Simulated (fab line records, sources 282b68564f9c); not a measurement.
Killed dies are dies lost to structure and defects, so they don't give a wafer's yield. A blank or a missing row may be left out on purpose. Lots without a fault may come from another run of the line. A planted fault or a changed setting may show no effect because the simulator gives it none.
Chamber matching | flow rit_cmos | RIT_GATE_ETCH_19 on rie_si-01: 4 sister chambers
The step etches poly-Si in SF6/CHF3/O2, stops on SiO2, time 165 s, target depth 312.5 nm. 16 wafers are shown with their chamber, then 7 later ones without.

WAFERS WITH THEIR CHAMBER
wafer  | chamber | throttle_valve_pct (%) | drypump_motor_current_A (A) | oes_product_au (a.u.)
L433.1 | 2       | 10.06                  | 6.0                         | 0.854
L433.5 | 2       | 10.06                  | 6.1                         | 0.859
L433.6 | 3       | 10.31                  | 5.6                         | 0.848
L435.1 | 1       | 10.35                  | 5.5                         | 0.833
L435.2 | 0       | 10.24                  | 4.9                         | 0.841
L435.4 | 3       | 10.30                  | 5.7                         | 0.831
L437.1 | 2       | 10.06                  | 6.0                         | 0.868
L437.2 | 0       | 10.26                  | 4.9                         | 0.862
L437.5 | 1       | 10.36                  | 5.5                         | 0.832
L439.1 | 0       | 10.27                  | 4.9                         | 0.856
L439.2 | 3       | 10.31                  | 5.6                         | 0.838
L439.4 | 3       | 10.30                  | 5.6                         | 0.849
L441.1 | 3       | 10.30                  | 5.6                         | 0.841
L441.4 | 1       | 10.36                  | 5.5                         | 0.826
L441.6 | 1       | 10.35                  | 5.5                         | 0.814
L443.2 | 0       | 10.26                  | 4.9                         | 0.859

SIGNATURES (means of the wafers above)
reading                 | chamber 0 | chamber 1 | chamber 2 | chamber 3 | scatter within a chamber
throttle_valve_pct      | 10.2575   | 10.3550   | 10.0600   | 10.3040   | 0.00761
drypump_motor_current_A | 4.900     | 5.500     | 6.033     | 5.620     | 0.035
oes_product_au          | 0.85450   | 0.82625   | 0.86033   | 0.84140   | 0.00822
Rule: a wafer's distance from a chamber is the root of the sum, over the readings, of the square of ((its reading less the chamber's mean) divided by the reading's scatter). The wafer belongs to the nearest chamber; if the next one is less than 2 further off, it can't be placed. The scatter: the root of (the sum of the squares of (reading less its chamber's mean) over the shown wafers, divided by (wafers less chambers)).

WAFERS WITHOUT THEIR CHAMBER
wafer  | throttle_valve_pct (%) | drypump_motor_current_A (A) | oes_product_au (a.u.)
L443.3 | 10.31                  | 5.7                         | 0.852
L443.5 | 10.25                  | 4.9                         | 0.847
L447.2 | 10.25                  | 4.9                         | 0.821
L447.3 | 10.06                  | 6.0                         | 0.813
L447.5 | 10.07                  | 6.0                         | 0.826
L449.3 | 10.26                  | 4.9                         | 0.829
L449.5 | 10.26                  | 4.9                         | 0.832

WHICH CHAMBER EACH WENT THROUGH
wafer  | from the rows above | in truth
L443.3 | 3                   | 3
L443.5 | 0                   | 0
L447.2 | 0                   | 0
L447.3 | 2                   | 2
L447.5 | 2                   | 2
L449.3 | 0                   | 0
L449.5 | 0                   | 0
Placed correctly: 7 of 7. Can't be placed from these rows: 0. Placed wrongly: 0.
